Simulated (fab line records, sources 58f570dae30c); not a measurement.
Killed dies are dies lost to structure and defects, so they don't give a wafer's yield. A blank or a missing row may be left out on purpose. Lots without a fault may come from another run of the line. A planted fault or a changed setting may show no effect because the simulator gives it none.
fab line records | flow berkeley_cmos170
record lots=5 wafers=15 last_day=10
route steps=331 shown GATE@139 PLDD@145 NLDD@158 SPACER@171 PSD@175
lots that met no fault: from a run of the same line without faults
start_h: hours from the record's first day to the start of the lot's first wafer shown | wait_h: hours since the lot's step before | " the same as in the row above | L1.1+2: a row that stands for several wafers | - no value, or no start given | * or withheld: withheld | < > ~ a bound
route shown NAME@n: a module of which the file shows steps, and the number in the route of the first | usual: mean/standard deviation of fault-free wafers | same: alike in all rows | chamber/n: place in a boat | sites: the reading at each site | _std_site: their standard deviation | _edge_site: outer sites' mean less inner sites' | radius_mm: how far each site lies from the wafer's centre | mask NAME#n: copy n | behind: the tool/chamber that last shaped the wafer | hold: why the lot was held/for how many hours/how that ended | device: the transistor (n, p or np) that didn't switch | end of line: the same wafers' tests at the end of the route | a step without rows: its recipe alone | killed: dies lost to structure and defects at the first sort, not the wafer's yield | map: a wafer's dies, x killed, . not, _ none there
set.NAME: the setting as run; set.NAME@STEP: as run at that earlier step | model.NAME: the simulator's own value behind a step, which no gauge read
lots at some steps of the route; a table a step, a row a wafer
services: from which hour (start_h, from the record's first day; less than 0 if before it) a tool's chamber was out of use, for how many hours, and why
## steps
# step UCB170_GATE_OVL_MEAS_13
# usual GATE_OVL=0/5.2
# columns lot.wafer tool chamber start_h wait_h GATE_OVL[nm]
L077.2 overlay-01 - 149.88 0.1 -4
L077.3 " - " " -12
L077.6 " - " " -2
L078.2 overlay-01 - 150.46 0.1 -5
L078.3 " - " " -1
L078.6 " - " " 3
L076.3 overlay-01 - 150.83 0.1 1
L076.4 " - " " 7
L076.5 " - " " 4
L082.1 overlay-02 - 165.59 0.1 -1
L082.4 " - " " -5
L082.5 " - " " -2
L086.2 overlay-02 - 201.94 0.1 2
L086.3 " - " " 3
L086.4 " - " " -4
# step UCB170_GATE_ETCH_14
# recipe chemistry=N2/H2 target_depth_a=withheld overetch_a=withheld target=BARC time_s=withheld source_w=500 bias_w=100 pressure_mtorr=30 n2_flow_sccm=100 h2_flow_sccm=200
# usual drypump_motor_current_A=5.6/0.4 n2_flow_sccm=100.0/0.3 oes_product_au=0.993/0.023 throttle_valve_pct=13.29/0.24
# columns lot.wafer tool chamber start_h wait_h drypump_motor_current_A n2_flow_sccm oes_product_au throttle_valve_pct
L077.2 rie_diel-04 1 149.91 0.0 5.6 100.1 1.039 13.18
L077.3 " 3 " " 5.5 100.5 1.018 13.58
L077.6 " 3 " " 5.5 100.3 1.027 13.54
L078.2 rie_diel-02 2 150.49 0.0 5.8 100.2 0.976 13.23
L078.3 " 3 " " 5.1 100.5 0.972 13.19
L078.6 " 3 " " 5.1 100.2 0.976 13.20
L076.3 rie_diel-01 0 150.85 0.0 5.4 100.1 1.017 13.80
L076.4 " 1 " " 5.6 99.9 1.012 13.25
L076.5 " 0 " " 5.4 100.2 1.025 13.82
L082.1 rie_diel-01 2 165.63 0.0 6.2 100.4 0.986 13.52
L082.4 " 1 " " 5.6 100.1 1.015 13.27
L082.5 " 2 " " 6.2 100.0 0.983 13.51
L086.2 rie_diel-02 1 201.97 0.0 5.7 99.7 1.006 13.37
L086.3 " 0 " " 5.7 100.1 0.987 12.91
L086.4 " 3 " " 5.1 100.1 0.966 13.20
# step UCB170_GATE_ETCH_15
# recipe chemistry=HBr/Cl2 target=poly-Si stop_on=SiO2 over_etch_frac=0.3 icp_w=300 bias_w=150 time_s=56.3 pressure_mtorr=15 HBr_flow_sccm=150 Cl2_flow_sccm=50 target_depth_a=2782
# usual drypump_motor_current_A=6.2/0.3 oes_product_au=0.829/0.011 throttle_valve_pct=26.56/0.28
# columns lot.wafer tool chamber start_h wait_h drypump_motor_current_A oes_product_au rf_hours_counter_h throttle_valve_pct
L077.2 rie_si-02 0 149.95 - 5.9 0.841 37 26.83
L077.3 " 1 " " 6.4 0.815 96 26.63
L077.6 " 3 " " 6.1 0.826 - 26.16
L078.2 rie_si-02 0 150.53 - 5.9 0.835 37 26.83
L078.3 " 1 " " 6.4 0.831 96 26.61
L078.6 " 1 " " 6.4 0.823 - 26.62
L076.3 rie_si-01 0 150.89 - 6.4 0.826 3 26.85
L076.4 " 3 " " 6.1 0.823 26 26.58
L076.5 " 2 " " 6.6 0.828 - 26.83
L082.1 rie_si-01 2 165.67 - 6.6 0.838 70 26.80
L082.4 " 1 " " 6.3 0.847 1 26.12
L082.5 " 3 " " 6.1 0.833 - 26.56
L086.2 rie_si-02 2 202.02 - 5.6 0.839 0 26.37
L086.3 " 3 " " 6.1 0.840 74 26.16
L086.4 " 0 " " 5.9 0.841 37 26.84
# step UCB170_GATE_STRIP_16
# recipe chemistry=O2 power_w=400 pressure_mtorr=3500 platen_temp_c=withheld o2_flow_sccm=400 overash_fraction=0.5
# usual drypump_motor_current_A=5.9/0.43 oes_product_au=0.724/0.0047
# columns lot.wafer tool chamber start_h wait_h drypump_motor_current_A oes_product_au rf_hours_counter_h
L077.2 plasma_asher-04 1 150.00 0.0 6.0 0.721 42
L077.3 " 0 " " 6.4 0.725 -
L077.6 " 0 " " 6.4 0.717 -
L078.2 plasma_asher-04 0 150.58 0.0 6.4 0.721 42
L078.3 " 0 " " 6.4 0.724 -
L078.6 " 1 " " 6.0 0.712 -
L076.3 plasma_asher-02 0 150.98 0.1 5.0 0.734 -
L076.4 " 1 " " 5.9 0.731 -
L076.5 " 0 " " 5.1 0.720 -
L082.1 plasma_asher-02 1 165.72 0.0 5.9 0.728 45
L082.4 " 0 " " 5.1 0.728 -
L082.5 " 1 " " 5.9 0.726 -
L086.2 plasma_asher-02 1 202.06 0.0 6.0 0.723 49
L086.3 " 1 " " 6.0 0.726 -
L086.4 " 0 " " 5.0 0.725 -
# step UCB170_GATE_CD_MEAS_90
# recipe target_cd_nm=350
# usual cd_nm=350.1/1.6
# columns lot.wafer tool chamber start_h wait_h cd_nm
L077.2 cd_sem-02 - 150.12 0.1 352.5
L077.3 " - " " 350.4
L077.6 " - " " 351.3
L078.2 cd_sem-02 - 150.84 0.2 352.0
L078.3 " - " " 349.7
L078.6 " - " " 350.1
L076.3 cd_sem-02 - 151.34 0.3 350.3
L076.4 " - " " 350.5
L076.5 " - " " 348.6
L082.1 cd_sem-02 - 165.82 0.1 346.9
L082.4 " - " " 349.0
L082.5 " - " " 347.9
L086.2 cd_sem-01 - 202.23 0.1 346.8
L086.3 " - " " 345.9
L086.4 " - " " 348.3
# step UCB170_GATE_CLEAN_17
# recipe chemistry=SPM temp_c=120 time_s=600
# columns lot.wafer tool chamber start_h wait_h
L077.2+3+6 wet_bench-02 2 150.22 0.1
L078.2+3+6 wet_bench-04 1 150.94 0.1
L076.3+4+5 wet_bench-04 3 151.42 0.1
L082.1+4+5 wet_bench-02 2 166.00 0.2
L086.2+3+4 wet_bench-01 1 203.64 1.4
# step UCB170_PLDD_HMDS_00
# recipe prime_time_s=60 prime_temp_c=100
# same prime_time_s=60
# columns lot.wafer tool chamber start_h wait_h
L077.2+3+6 litho_track-02 0 151.22 0.8
L078.2+3+6 litho_track-01 0 151.77 0.6
L076.3+4+5 litho_track-02 0 152.25 0.7
L082.1+4+5 litho_track-01 0 166.47 0.3
L086.2+3+4 litho_track-01 0 204.12 0.3
# step UCB170_PLDD_COAT_01
# recipe resist=KrF spin_rpm=1500 resist_thk_nm=900
# columns lot.wafer tool chamber start_h wait_h
L077.2+3+6 litho_track-02 0 151.37 0.1
L078.2+3+6 litho_track-01 0 151.92 0.1
L076.3+4+5 litho_track-02 0 152.40 0.1
L082.1+4+5 litho_track-01 0 166.62 0.1
L086.2+3+4 litho_track-01 0 204.27 0.1
# step UCB170_PLDD_SOFTBAKE_02
# recipe resist=KrF temp_c=130 time_s=60
# columns lot.wafer tool chamber start_h wait_h
L077.2+3+6 litho_track-02 0 151.52 0.1
L078.2+3+6 litho_track-01 0 152.07 0.1
L076.3+4+5 litho_track-02 0 152.55 0.1
L082.1+4+5 litho_track-01 0 166.77 0.1
L086.2+3+4 litho_track-01 0 204.42 0.1
# step UCB170_PLDD_EXPOSE_03
# recipe mask_id=PSELECT na=0.5 sigma_outer=0.6 source_shape=conventional target_cd_nm=1200 dose_mj=30
# usual exposure_dose_mJ_cm2=29.996/0.028 stage_vel_mm_s=499.99/0.27
# columns lot.wafer tool chamber start_h wait_h mask exposure_dose_mJ_cm2 stage_vel_mm_s
L077.2 krf_scanner-01 0 151.67 0.1 PSELECT#0 29.952 500.20
L077.3 " 0 " " PSELECT#0 29.948 500.25
L077.6 " 0 " " PSELECT#0 30.009 500.26
L078.2 krf_scanner-02 0 - - PSELECT#0 30.010 500.02
L078.3 " 0 " " PSELECT#0 30.022 499.91
L078.6 " 0 " " PSELECT#0 29.986 500.05
L076.3 krf_scanner-02 0 - - PSELECT#0 30.042 500.33
L076.4 " 0 " " PSELECT#0 30.014 500.19
L076.5 " 0 " " PSELECT#0 29.999 500.26
L082.1 krf_scanner-01 0 167.05 0.2 PSELECT#0 29.988 499.79
L082.4 " 0 " " PSELECT#0 30.009 499.83
L082.5 " 0 " " PSELECT#0 30.017 499.70
L086.2 krf_scanner-01 0 204.59 0.2 PSELECT#0 30.002 499.62
L086.3 " 0 " " PSELECT#0 29.946 499.65
L086.4 " 0 " " PSELECT#0 29.999 500.00
# step UCB170_PLDD_PEB_04
# recipe peb_temp_c=130 peb_time_s=withheld resist=KrF
# columns lot.wafer tool chamber start_h wait_h
L077.2+3+6 litho_track-01 0 152.67 1.0
L078.2+3+6 litho_track-03 0 - -
L076.3+4+5 litho_track-01 0 - -
L082.1+4+5 litho_track-03 0 167.16 0.1
L086.2+3+4 litho_track-01 0 205.29 0.7
# step UCB170_PLDD_DEVELOP_05
# recipe developer=TMAH develop_time_s=45 resist=KrF dev_temp_c=21
# same develop_time_s=45
# columns lot.wafer tool chamber start_h wait_h
L077.2+3+6 litho_track-01 0 - -
L078.2+3+6 litho_track-03 0 - -
L076.3+4+5 litho_track-01 0 - -
L082.1+4+5 litho_track-03 0 - -
L086.2+3+4 litho_track-01 0 - -
# step UCB170_PLDD_CD_MEAS_06
# recipe target_cd_nm=1200
# usual cd_nm=1199.9/1.5
# columns lot.wafer tool chamber start_h wait_h cd_nm
L077.2 cd_sem-02 - 152.94 - 1196.8
L077.3 " - " " 1197.8
L077.6 " - " " 1197.7
L078.2 cd_sem-02 - 153.84 - 1198.4
L078.3 " - " " 1199.5
L078.6 " - " " 1198.8
L076.3 cd_sem-02 - 154.41 - 1201.5
L076.4 " - " " 1202.0
L076.5 " - " " 1201.5
L082.1 cd_sem-01 - 167.44 - 1197.7
L082.4 " - " " 1198.1
L082.5 " - " " 1198.4
L086.2 cd_sem-01 - 205.56 - 1198.7
L086.3 " - " " 1198.6
L086.4 " - " " 1198.5
# step UCB170_PLDD_OVL_MEAS_07
# usual PLDD_OVL=2/6.7
# columns lot.wafer tool chamber start_h wait_h PLDD_OVL[nm]
L077.2 overlay-02 - 153.05 0.1 2
L077.3 " - " " -3
L077.6 " - " " -1
L078.2 overlay-01 - 153.95 0.1 1
L078.3 " - " " 3
L078.6 " - " " -2
L076.3 overlay-01 - 154.51 0.1 7
L076.4 " - " " 5
L076.5 " - " " 6
L082.1 overlay-02 - 167.56 0.1 13
L082.4 " - " " 16
L082.5 " - " " 19
L086.2 overlay-01 - 205.67 0.1 4
L086.3 " - " " 4
L086.4 " - " " 4
# step UCB170_PLDD_IMPLANT_08
# recipe species=BF2 dose_cm2=5e+13 energy_kev=10 tilt_deg=7 rotation_deg=0
# usual tilt_deg=6.999/0.02
# columns lot.wafer tool chamber start_h wait_h tilt_deg
L077.2 implanter-03 0 153.11 0.0 7.011
L077.3 " 0 " " 6.973
L077.6 " 0 " " 6.981
L078.2 implanter-03 0 154.01 0.0 7.000
L078.3 " 0 " " 6.999
L078.6 " 0 " " 7.028
L076.3 implanter-02 0 154.58 0.1 6.987
L076.4 " 0 " " 6.997
L076.5 " 0 " " 6.999
L082.1 implanter-03 0 167.59 0.0 6.991
L082.4 " 0 " " 7.017
L082.5 " 0 " " 7.047
L086.2 implanter-04 0 205.72 0.0 6.983
L086.3 " 0 " " 6.975
L086.4 " 0 " " 6.981
# step UCB170_PLDD_IMPLANT_09
# recipe species=BF2 dose_cm2=5e+13 energy_kev=10 tilt_deg=7 rotation_deg=180
# usual tilt_deg=7.004/0.017
# columns lot.wafer tool chamber start_h wait_h tilt_deg
L077.2 implanter-03 0 153.26 0.1 7.019
L077.3 " 0 " " 7.014
L077.6 " 0 " " 7.014
L078.2 implanter-03 0 154.16 0.1 7.000
L078.3 " 0 " " 7.005
L078.6 " 0 " " 6.980
L076.3 implanter-02 0 154.73 0.1 6.961
L076.4 " 0 " " 6.994
L076.5 " 0 " " 6.964
L082.1 implanter-03 0 167.74 0.1 6.983
L082.4 " 0 " " 7.002
L082.5 " 0 " " 6.995
L086.2 implanter-04 0 205.87 0.1 6.980
L086.3 " 0 " " 6.982
L086.4 " 0 " " 7.002
# step UCB170_PLDD_STRIP_10
# recipe chemistry=O2 power_w=400 pressure_mtorr=3500 platen_temp_c=withheld o2_flow_sccm=400 overash_fraction=0.5
# usual drypump_motor_current_A=5.6/0.49 oes_product_au=0.735/0.0044 strip_time_to_endpoint_s=21.59/0.056
# columns lot.wafer tool chamber start_h wait_h drypump_motor_current_A oes_product_au rf_hours_counter_h strip_time_to_endpoint_s
L077.2 plasma_asher-04 0 153.38 0.1 6.4 0.732 42 21.62
L077.3 " 0 " " 6.4 0.738 - 21.66
L077.6 " 1 " " 6.0 0.735 - 21.66
L078.2 plasma_asher-04 0 154.28 0.1 6.4 0.736 42 21.54
L078.3 " 0 " " 6.4 0.731 - 21.56
L078.6 " 1 " " 6.0 0.731 - 21.56
L076.3 plasma_asher-04 1 154.86 0.1 6.1 0.735 - 21.50
L076.4 " 0 " " 6.4 0.732 - 21.54
L076.5 " 1 " " 6.0 0.732 - 21.53
L082.1 plasma_asher-01 0 167.89 0.1 5.1 0.732 40 21.57
L082.4 " 1 " " 5.9 0.737 - 21.61
L082.5 " 0 " " 5.0 0.730 - 21.51
L086.2 plasma_asher-02 0 206.00 0.1 5.1 0.734 50 21.65
L086.3 " 0 " " 5.1 0.737 - 21.59
L086.4 " 1 " " 5.9 0.740 - 21.58
# step UCB170_PLDD_TW_MEAS_11
# usual PLDD_TW=1019/10
# columns lot.wafer tool chamber start_h wait_h PLDD_TW
L077.2 film_metro-03 - 153.54 0.1 1009
L077.3 " - " " 1000
L077.6 " - " " 996
L078.2 film_metro-02 - 154.39 0.1 1012
L078.3 " - " " 1009
L078.6 " - " " 1020
L076.3 film_metro-02 - 154.95 0.1 1016
L076.4 " - " " 1012
L076.5 " - " " 1016
L082.1 film_metro-02 - 167.99 0.1 1016
L082.4 " - " " 1012
L082.5 " - " " 1012
L086.2 film_metro-03 - 206.11 0.1 1015
L086.3 " - " " 1011
L086.4 " - " " 1011
# step UCB170_PLDD_CLEAN_12
# recipe chemistry=SPM temp_c=120 time_s=600
# columns lot.wafer tool chamber start_h wait_h
L077.2+3+6 wet_bench-04 3 153.59 0.0
L078.2+3+6 wet_bench-01 1 154.44 0.0
L076.3+4+5 wet_bench-01 0 154.99 0.0
L082.1+4+5 wet_bench-03 2 168.20 0.2
L086.2+3+4 wet_bench-03 3 206.55 0.4
# step UCB170_NLDD_HMDS_00
# recipe prime_time_s=60 prime_temp_c=100
# same prime_time_s=60
# columns lot.wafer tool chamber start_h wait_h
L077.2+3+6 litho_track-03 0 154.85 1.1
L078.2+3+6 litho_track-02 0 155.65 1.0
L076.3+4+5 litho_track-03 0 156.32 1.1
L082.1+4+5 litho_track-04 0 168.38 0.0
L086.2+3+4 litho_track-03 0 207.29 0.4
# step UCB170_NLDD_COAT_01
# recipe resist=KrF spin_rpm=1500 resist_thk_nm=900
# columns lot.wafer tool chamber start_h wait_h
L077.2+3+6 litho_track-03 0 155.00 0.1
L078.2+3+6 litho_track-02 0 155.80 0.1
L076.3+4+5 litho_track-03 0 156.47 0.1
L082.1+4+5 litho_track-04 0 168.53 0.1
L086.2+3+4 litho_track-03 0 207.44 0.1
# step UCB170_NLDD_SOFTBAKE_02
# recipe resist=KrF temp_c=130 time_s=60
# columns lot.wafer tool chamber start_h wait_h
L077.2+3+6 litho_track-03 0 155.15 0.1
L078.2+3+6 litho_track-02 0 155.95 0.1
L076.3+4+5 litho_track-03 0 156.62 0.1
L082.1+4+5 litho_track-04 0 168.68 0.1
L086.2+3+4 litho_track-03 0 207.59 0.1
# step UCB170_NLDD_EXPOSE_03
# recipe mask_id=NSELECT na=0.5 sigma_outer=0.6 source_shape=conventional target_cd_nm=1200 dose_mj=30
# usual exposure_dose_mJ_cm2=30.00/0.03 stage_vel_mm_s=500.00/0.22
# columns lot.wafer tool chamber start_h wait_h mask exposure_dose_mJ_cm2 stage_vel_mm_s
L077.2 krf_scanner-02 0 - - NSELECT#0 29.99 499.96
L077.3 " 0 " " NSELECT#0 30.02 500.18
L077.6 " 0 " " NSELECT#0 29.96 500.15
L078.2 krf_scanner-01 0 156.09 0.1 NSELECT#0 29.99 499.73
L078.3 " 0 " " NSELECT#0 29.98 499.59
L078.6 " 0 " " NSELECT#0 29.97 499.62
L076.3 krf_scanner-01 0 156.76 0.1 NSELECT#0 29.98 500.02
L076.4 " 0 " " NSELECT#0 29.97 500.15
L076.5 " 0 " " NSELECT#0 30.05 500.26
L082.1 krf_scanner-01 0 168.95 0.2 NSELECT#0 30.05 500.16
L082.4 " 0 " " NSELECT#0 30.08 499.98
L082.5 " 0 " " NSELECT#0 30.04 500.40
L086.2 krf_scanner-02 0 207.86 0.2 NSELECT#0 29.94 500.00
L086.3 " 0 " " NSELECT#0 29.98 500.05
L086.4 " 0 " " NSELECT#0 29.96 500.11
# step UCB170_NLDD_PEB_04
# recipe peb_temp_c=130 peb_time_s=withheld resist=KrF
# columns lot.wafer tool chamber start_h wait_h
L077.2+3+6 litho_track-02 0 - -
L078.2+3+6 litho_track-02 0 156.82 0.7
L076.3+4+5 litho_track-03 0 157.32 0.5
L082.1+4+5 litho_track-02 0 169.07 0.1
L086.2+3+4 litho_track-02 0 208.64 0.8
# step UCB170_NLDD_DEVELOP_05
# recipe developer=TMAH develop_time_s=45 resist=KrF dev_temp_c=21
# same develop_time_s=45
# columns lot.wafer tool chamber start_h wait_h
L077.2+3+6 litho_track-02 0 - -
L078.2+3+6 litho_track-02 0 - -
L076.3+4+5 litho_track-03 0 - -
L082.1+4+5 litho_track-02 0 - -
L086.2+3+4 litho_track-02 0 - -
# step UCB170_NLDD_CD_MEAS_06
# recipe target_cd_nm=1200
# usual cd_nm=1200.0/1.4
# columns lot.wafer tool chamber start_h wait_h cd_nm
L077.2 cd_sem-02 - 157.13 - 1198.3
L077.3 " - " " 1199.7
L077.6 " - " " 1197.9
L078.2 cd_sem-02 - 157.73 - 1198.5
L078.3 " - " " 1197.8
L078.6 " - " " 1197.4
L076.3 cd_sem-02 - 158.11 - 1198.3
L076.4 " - " " 1198.2
L076.5 " - " " 1198.4
L082.1 cd_sem-02 - 169.34 - 1196.6
L082.4 " - " " 1198.2
L082.5 " - " " 1199.1
L086.2 cd_sem-01 - 208.91 - 1200.5
L086.3 " - " " 1200.5
L086.4 " - " " 1200.2
# step UCB170_NLDD_OVL_MEAS_07
# usual NLDD_OVL=-1/6.7
# columns lot.wafer tool chamber start_h wait_h NLDD_OVL[nm]
L077.2 overlay-01 - 157.24 0.1 4
L077.3 " - " " 3
L077.6 " - " " 2
L078.2 overlay-02 - 157.84 0.1 1
L078.3 " - " " 9
L078.6 " - " " 0
L076.3 overlay-02 - 158.21 0.1 -9
L076.4 " - " " -9
L076.5 " - " " -3
L082.1 overlay-02 - 169.46 0.1 -12
L082.4 " - " " -8
L082.5 " - " " -8
L086.2 overlay-02 - 209.02 0.1 9
L086.3 " - " " 12
L086.4 " - " " 9
# step UCB170_NLDD_IMPLANT_08
# recipe species=As dose_cm2=5e+13 energy_kev=30 tilt_deg=7 rotation_deg=0
# usual tilt_deg=6.996/0.019
# columns lot.wafer tool chamber start_h wait_h tilt_deg
L077.2 implanter-01 0 157.30 0.0 6.988
L077.3 " 0 " " 6.981
L077.6 " 0 " " 7.007
L078.2 implanter-02 0 157.90 0.0 6.975
L078.3 " 0 " " 7.013
L078.6 " 0 " " 6.994
L076.3 implanter-01 0 158.28 0.1 7.013
L076.4 " 0 " " 7.028
L076.5 " 0 " " 7.033
L082.1 implanter-02 0 169.50 0.0 6.987
L082.4 " 0 " " 6.965
L082.5 " 0 " " 6.987
L086.2 implanter-03 0 209.07 0.0 7.003
L086.3 " 0 " " 6.991
L086.4 " 0 " " 7.016
# step UCB170_NLDD_IMPLANT_09
# recipe species=As dose_cm2=5e+13 energy_kev=30 tilt_deg=7 rotation_deg=180
# usual tilt_deg=7.002/0.019
# columns lot.wafer tool chamber start_h wait_h tilt_deg
L077.2 implanter-01 0 157.45 0.1 7.032
L077.3 " 0 " " 7.024
L077.6 " 0 " " 7.000
L078.2 implanter-02 0 158.05 0.1 7.038
L078.3 " 0 " " 7.018
L078.6 " 0 " " 7.005
L076.3 implanter-01 0 158.43 0.1 6.983
L076.4 " 0 " " 6.986
L076.5 " 0 " " 6.998
L082.1 implanter-02 0 169.65 0.1 7.025
L082.4 " 0 " " 7.023
L082.5 " 0 " " 7.041
L086.2 implanter-03 0 209.22 0.1 7.005
L086.3 " 0 " " 7.043
L086.4 " 0 " " 7.020
# step UCB170_NLDD_STRIP_10
# recipe chemistry=O2 power_w=400 pressure_mtorr=3500 platen_temp_c=withheld o2_flow_sccm=400 overash_fraction=0.5
# usual drypump_motor_current_A=5.7/0.46 oes_product_au=0.734/0.0043 strip_time_to_endpoint_s=21.66/0.068
# columns lot.wafer tool chamber start_h wait_h drypump_motor_current_A oes_product_au rf_hours_counter_h strip_time_to_endpoint_s
L077.2 plasma_asher-01 0 157.57 0.1 5.1 0.732 38 21.71
L077.3 " 0 " " 5.1 0.735 - 21.62
L077.6 " 0 " " 5.1 0.741 - 21.67
L078.2 plasma_asher-01 0 158.17 0.1 5.1 0.733 39 21.60
L078.3 " 1 " " 5.9 0.735 - 21.63
L078.6 " 0 " " 5.0 0.737 - 21.63
L076.3 plasma_asher-02 1 158.56 0.1 5.9 0.731 - 21.64
L076.4 " 0 " " 5.1 0.734 - 21.67
L076.5 " 1 " " 5.9 0.741 - 21.69
L082.1 plasma_asher-02 0 169.80 0.1 5.0 0.733 46 21.57
L082.4 " 0 " " 5.0 0.739 - 21.48
L082.5 " 0 " " 5.1 0.735 - 21.47
L086.2 plasma_asher-03 0 209.35 0.1 6.3 0.742 10 21.69
L086.3 " 0 " " 6.3 0.736 - 21.67
L086.4 " 1 " " 5.6 0.727 - 21.76
# step UCB170_NLDD_TW_MEAS_11
# usual NLDD_TW=2235/19
# columns lot.wafer tool chamber start_h wait_h NLDD_TW
L077.2 film_metro-02 - 157.68 0.1 2228
L077.3 " - " " 2232
L077.6 " - " " 2219
L078.2 film_metro-02 - 158.33 0.1 2219
L078.3 " - " " 2242
L078.6 " - " " 2238
L076.3 film_metro-03 - 158.65 0.1 2198
L076.4 " - " " 2194
L076.5 " - " " 2188
L082.1 film_metro-04 - 169.90 0.1 2272
L082.4 " - " " 2274
L082.5 " - " " 2269
L086.2 film_metro-02 - 209.49 0.1 2237
L086.3 " - " " 2239
L086.4 " - " " 2231
# step UCB170_NLDD_CLEAN_12
# recipe chemistry=SPM temp_c=120 time_s=600
# columns lot.wafer tool chamber start_h wait_h
L077.2+3+6 wet_bench-03 2 158.24 0.6
L078.2+3+6 wet_bench-03 2 158.62 0.3
L076.3+4+5 wet_bench-03 2 159.01 0.3
L082.1+4+5 wet_bench-02 2 171.27 1.4
L086.2+3+4 wet_bench-03 0 209.54 0.0
# step UCB170_SPACER_CVD_00
# recipe material=SiO2 target_thk_nm=376 temp_c=390 precursor=TEOS/O2 time_s=47 rf_w=550 pressure_mtorr=9000
# usual heater_power_w=238/40 pressure_mtorr=9003/17
# columns lot.wafer tool chamber start_h wait_h heater_power_w pressure_mtorr
L077.2 pecvd-02 1 158.43 0.0 255 8982
L077.3 " 2 " " 261 9005
L077.6 " 0 " " 135 9012
L078.2 pecvd-01 0 158.81 0.0 265 8976
L078.3 " 2 " " 232 9001
L078.6 " 2 " " 238 8990
L076.3 pecvd-02 0 159.20 0.0 143 9009
L076.4 " 0 " " 157 9000
L076.5 " 2 " " 226 9029
L082.1 pecvd-02 1 171.45 0.0 275 8976
L082.4 " 1 " " 285 8992
L082.5 " 0 " " 176 9009
L086.2 pecvd-02 1 209.92 0.0 242 8983
L086.3 " 0 " " 167 9018
L086.4 " 1 " " 259 9025
# step UCB170_SPACER_THK_MEAS_01
# recipe reads=SiO2_of_SPACER_CVD_00
# usual SPACER_TEOS_THK=375/5.4
# columns lot.wafer tool chamber start_h wait_h SPACER_TEOS_THK[nm]
L077.2 film_metro-02 - 158.49 0.0 371
L077.3 " - " " 375
L077.6 " - " " 380
L078.2 film_metro-02 - 158.87 0.0 371
L078.3 " - " " 373
L078.6 " - " " 373
L076.3 film_metro-01 - 159.26 0.0 371
L076.4 " - " " 378
L076.5 " - " " 387
L082.1 film_metro-03 - 171.49 0.0 371
L082.4 " - " " 381
L082.5 " - " " 383
L086.2 film_metro-01 - 209.98 0.0 375
L086.3 " - " " 375
L086.4 " - " " 380
# step UCB170_SPACER_ANNEAL_02
# recipe temp_c=900 time_s=1800 ambient=N2
# usual spike_tc_source_C=920/3.2 zone_power_load_pct=34.1/2.9
# columns lot.wafer tool chamber start_h wait_h spike_tc_source_C zone_power_load_pct
L076.3 furnace-03 0 160.22 1.0 925 29.6
L076.4 " 0 " " 926 29.6
L076.5 " 0 " " 927 29.4
L077.2 furnace-03 0 160.22 1.7 926 29.1
L077.3 " 0 " " 927 29.7
L077.6 " 0 " " 928 29.8
L078.2 furnace-03 0 160.22 1.3 927 29.1
L078.3 " 0 " " 927 29.1
L078.6 " 0 " " 927 29.1
L082.1 furnace-04 0 174.41 2.9 917 35.9
L082.4 " 0 " " 918 35.9
L082.5 " 0 " " 917 35.9
L086.2 furnace-04 0 213.90 3.9 918 35.9
L086.3 " 0 " " 919 36.2
L086.4 " 0 " " 920 36.4
# step UCB170_SPACER_ETCHBACK_03
# recipe stop_on=Si target=SiO2 chemistry=CHF3/CF4/Ar CHF3_flow_sccm=50 cf4_flow_sccm=10 Ar_flow_sccm=120 pressure_mtorr=200 rf_w=500 target_depth_a=3760 time_s=100
# usual drypump_motor_current_A=5.3/0.46 oes_product_au=0.892/0.018 throttle_valve_pct=6.46/0.1
# columns lot.wafer tool chamber start_h wait_h drypump_motor_current_A oes_product_au rf_hours_counter_h throttle_valve_pct
L076.3 rie_diel-02 3 161.72 0.0 5.1 0.892 3 6.45
L076.4 " 0 " " 5.7 0.896 134 6.31
L076.5 " 0 " " 5.7 0.907 - 6.32
L078.2 rie_diel-01 0 161.72 0.0 5.4 0.885 120 6.66
L078.3 " 2 " " 6.2 0.895 1 6.53
L078.6 " 0 " " 5.4 0.881 - 6.67
L077.2 rie_diel-03 2 161.79 0.1 4.8 0.889 2 6.48
L077.3 " 0 " " 5.1 0.863 128 6.52
L077.6 " 0 " " 5.1 0.876 - 6.49
L082.1 rie_diel-02 0 175.91 0.0 5.7 0.886 135 6.30
L082.4 " 3 " " 5.1 0.907 3 6.47
L082.5 " 2 " " 5.9 0.904 - 6.53
L086.2 rie_diel-01 3 215.40 0.0 4.8 0.873 42 6.29
L086.3 " 1 " " 5.6 0.891 38 6.29
L086.4 " 1 " " 5.6 0.903 - 6.30
# step UCB170_PSD_HMDS_00
# recipe prime_time_s=60 prime_temp_c=100
# same prime_time_s=60
# columns lot.wafer tool chamber start_h wait_h
L078.2+3+6 litho_track-02 0 162.07 0.3
L076.3+4+5 litho_track-04 0 162.12 0.4
L077.2+3+6 litho_track-01 0 162.35 0.5
L082.1+4+5 litho_track-02 0 176.07 0.1
L086.2+3+4 litho_track-02 0 215.49 0.1
# step UCB170_PSD_COAT_01
# recipe resist=KrF spin_rpm=1500 resist_thk_nm=900
# columns lot.wafer tool chamber start_h wait_h
L078.2+3+6 litho_track-02 0 162.22 0.1
L076.3+4+5 litho_track-04 0 162.27 0.1
L077.2+3+6 litho_track-01 0 162.50 0.1
L082.1+4+5 litho_track-02 0 176.22 0.1
L086.2+3+4 litho_track-02 0 215.64 0.1
# step UCB170_PSD_SOFTBAKE_02
# recipe resist=KrF temp_c=130 time_s=60
# columns lot.wafer tool chamber start_h wait_h
L078.2+3+6 litho_track-02 0 162.37 0.1
L076.3+4+5 litho_track-04 0 162.42 0.1
L077.2+3+6 litho_track-01 0 162.65 0.1
L082.1+4+5 litho_track-02 0 176.37 0.1
L086.2+3+4 litho_track-02 0 215.79 0.1
## services
# columns tool chamber start_h hours kind
krf_scanner-01 - 126.02 1.3 pm
implanter-03 - 126.12 4.0 repair
furnace-03 - 133.51 3.1 pm
pecvd-01 - 135.50 14.0 pm
rie_diel-04 1 137.11 4.8 repair
plasma_asher-02 - 141.93 2.8 pm
plasma_asher-04 - 147.15 2.6 repair
implanter-02 - 149.55 4.5 pm
furnace-04 - 159.97 2.7 pm
krf_scanner-02 - 162.65 0.8 pm
furnace-04 - 162.71 4.6 pm
rie_si-02 - 164.15 0.2 repair
implanter-03 - 168.76 2.2 repair
wet_bench-01 - 170.27 4.4 pm
rie_diel-01 3 175.37 2.2 repair
implanter-02 - 183.54 3.2 pm
rie_si-02 - 187.79 0.9 repair
krf_scanner-02 - 188.80 0.8 repair
implanter-04 - 191.31 2.2 repair
rie_si-01 0 194.50 5.8 repair
rie_si-01 - 196.47 0.1 repair
rie_diel-02 - 196.59 0.4 repair
krf_scanner-01 - 202.06 0.8 pm
rie_diel-01 0 214.27 6.6 repair
## key
fault none
